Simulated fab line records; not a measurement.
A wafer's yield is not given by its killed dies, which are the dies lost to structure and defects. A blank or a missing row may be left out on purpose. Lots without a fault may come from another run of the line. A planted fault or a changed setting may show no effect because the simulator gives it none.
What tool caused it?	flow rit cmos	42 wafers from 14 lots sampled at 5 of the route's 202 steps

WHAT EACH GAUGE READ, for each wafer
RIT_GATE_OVL_MEAS_17. Usual: GATE_OVL gives 0.2 nm (standard deviation 1.3).
lot	measured	on	GATE_OVL (nm)	flag
L858	day 2 14:34	overlay-01	-0.6 0.7 -0.9	
L861	day 3 06:29	overlay-01	2.1 0.9 1.5	
L862	day 3 09:32	overlay-01	-1.1 1.8 1.3	
L863	day 3 14:31	overlay-01	-0.4 -2.0 -0.2	
L864	day 3 20:22	overlay-02	0.9 1.3 0.1	
L865	day 4 01:09	overlay-02	-1.8 -2.0 -0.7	
L866	day 4 06:57	overlay-02	1.0 0.7 0.6	
L868	day 4 16:14	overlay-02	-0.7 -0.2 -1.5	
L869	day 4 21:18	overlay-02	-0.3 -0.8 -0.5	
L872	day 5 11:24	overlay-02	-0.4 1.3 1.6	
L873	day 5 19:06	overlay-01	1.7 3.9 2.2	
L874	day 5 22:20	overlay-02	-0.8 0.8 -1.8	
L877	day 6 11:44	overlay-02	0.5 0.1 -1.3	
L879	day 6 23:04	overlay-01	0.4 -0.4 0.4	

RIT_REOX_THK_MEAS_04. Usual: REOX_OXIDE_THK gives 25.3 nm (standard deviation 0.49).
lot	measured	on	REOX_OXIDE_THK (nm)	flag
L858	day 2 18:07	film metro-01	25.3 25.7 25.6	
L861	day 3 09:59	film metro-03	25.7 26.0 25.8	
L862	day 3 13:02	film metro-01	26.1 26.1 26.1	
L863	day 3 18:10	film metro-01	25.3 25.1 25.5	
L864	day 4 00:26	film metro-03	25.0 25.0 24.8	
L865	day 4 05:29	film metro-04	24.7 24.5 24.5	
L866	day 4 10:38	film metro-03	25.9 25.6 25.8	
L868	day 4 19:46	film metro-01	25.3 25.4 24.4	
L869	day 5 01:06	film metro-04	24.9 25.0 24.8	
L872	day 5 14:55	film metro-04	25.3 25.3 25.3	
L873	day 5 22:37	film metro-01	24.8 24.8 24.8	
L874	day 6 01:51	film metro-04	25.8 25.7 25.7	
L877	day 6 15:15	film metro-01	25.0 25.1 25.5	
L879	day 7 02:35	film metro-04	24.9 25.1 24.5	

RIT_NLDD_TW_MEAS_10. Usual: NLDD_TW gives 2457 (standard deviation 16).
lot	measured	on	NLDD_TW	flag
L858	day 2 19:39	film metro-02	2471 2475 2470	
L861	day 3 11:25	film metro-03	2461 2446 2448	
L862	day 3 14:31	film metro-04	2460 2445 2454	
L863	day 3 19:43	film metro-02	2481 2473 2476	
L864	day 4 01:59	film metro-02	2472 2475 2482	
L865	day 4 07:19	film metro-03	2452 2461 2442	
L866	day 4 12:04	film metro-03	2439 2454 2450	
L868	day 4 21:11	film metro-02	2471 2468 2480	
L869	day 5 02:38	film metro-03	2438 2448 2451	
L872	day 5 16:28	film metro-02	2458 2453 2450	
L873	day 6 00:17	film metro-04	2441 2447 2452	
L874	day 6 03:16	film metro-03	2430 2434 2447	
L877	day 6 16:49	film metro-04	2447 2452 2449	
L879	day 7 04:01	film metro-04	2448 2465 2453	

RIT_SPACER_THK_MEAS_04. Usual: SPACER_NITRIDE_THK gives 249.2 nm (standard deviation 2.5).
lot	measured	on	SPACER_NITRIDE_THK (nm)	flag
L858	day 2 23:26	film metro-02	246.8 246.1 246.7	
L861	day 3 16:08	film metro-01	248.3 246.4 247.4	
L862	day 3 18:17	film metro-02	250.3 249.3 248.6	
L863	day 4 00:36	film metro-02	249.0 245.7 245.1	
L864	day 4 05:49	film metro-01	252.1 248.6 250.4	
L865	day 4 12:04	film metro-01	248.1 245.9 248.5	
L866	day 4 15:49	film metro-03	248.1 248.5 249.3	
L868	day 5 00:58	film metro-01	268.2 268.4 268.8	OFF
L869	day 5 06:33	film metro-03	265.4 264.1 265.2	OFF
L872	day 5 22:45	film metro-03	249.9 250.6 250.8	
L873	day 6 05:00	film metro-02	250.3 250.2 250.1	
L874	day 6 08:05	film metro-01	249.0 248.3 249.2	
L877	day 6 21:32	film metro-02	246.2 244.6 247.8	
L879	day 7 08:53	film metro-02	250.7 250.0 249.7	

TOOL THAT RAN EACH LOT (tool first, then ch and the chambers of the sampled wafers, then the start)
lot	RIT_SPACER_CVD_03
L858	lpcvd-01 ch 0, day 2 21:29
L861	lpcvd-02 ch 1, day 3 13:15
L862	lpcvd-01 ch 1, day 3 16:22
L863	lpcvd-02 ch 1, day 3 21:43
L864	lpcvd-01 ch 1, day 4 03:53
L865	lpcvd-02 ch 1, day 4 09:11
L866	lpcvd-01 ch 0, day 4 13:54
L868	lpcvd-01 ch 0, day 4 23:02
L869	lpcvd-01 ch 1, day 5 04:38
L872	lpcvd-02 ch 1, day 5 18:26
L873	lpcvd-02 ch 0, day 6 02:08
L874	lpcvd-02 ch 1, day 6 05:12
L877	lpcvd-02 ch 1, day 6 18:39
L879	lpcvd-02 ch 1, day 7 05:59
- RIT_SPACER_CVD_03: deposits Si3N4 from SiH2Cl2/NH3, target thk 250 nm, time 3300 s.

WHAT THE TOOLS THEMSELVES READ (means of the sampled wafers that have a number; where no wafer has one, the mark that the record gives instead)
RIT_SPACER_CVD_03. Usual: pressure mtorr 300.0 mTorr, standard deviation 0.59; zone power source pct 20.2 %, standard deviation 1.7.
lot	tool	pressure mtorr (mTorr)	zone power source pct (%)	flag
L858	lpcvd-01	299.5	21.0	
L861	lpcvd-02	299.6	20.6	
L862	lpcvd-01	300.5	17.3	
L863	lpcvd-02	300.4	20.9	
L864	lpcvd-01	299.7	17.5	
L865	lpcvd-02	299.4	20.9	
L866	lpcvd-01	299.7	20.7	
L868	lpcvd-01	299.8	20.6	
L869	lpcvd-01	299.8	17.5	
L872	lpcvd-02	299.7	20.7	
L873	lpcvd-02	299.3	23.4	
L874	lpcvd-02	300.5	20.8	
L877	lpcvd-02	300.3	21.1	
L879	lpcvd-02	300.2	20.9	

THE ANSWER, worked out from the rows above alone
Rule: lot off if the mean of its wafers having a number is beyond 3 standard deviations from the usual mean. Also off: a lot with no number at a reading for which 4 or more lots have one. All remaining lots with rows at the step are treated as sound. Order of review: gauges by route order, followed by the tools' own readings, for which a lot's mean as printed above is used. The first step at which some lot is off is used, and at that step the reading that is off furthest; a lot without a number counts as furthest.
Off: at RIT_SPACER_THK_MEAS_04 (SPACER_NITRIDE_THK), L868, L869.
A tool fits if, at a process step before that reading, it ran every lot that is off, and no sound lot after the first of them. Gauges at RIT_SPACER_THK_MEAS_04: tried the same way as those tools. One fits: RIT_SPACER_CVD_03 on lpcvd-01. Its last sound lot is L866 (day 4 13:54), its first lot that is off L868 (day 4 23:02): a fault that began between those two fits.

WHAT THE SIMULATOR HAD INSERTED
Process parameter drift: lpcvd-01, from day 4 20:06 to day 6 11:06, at RIT_SPACER_CVD_03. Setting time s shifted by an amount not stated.
Struck lots among those shown: L868, L869. The rule above reached the same finding.
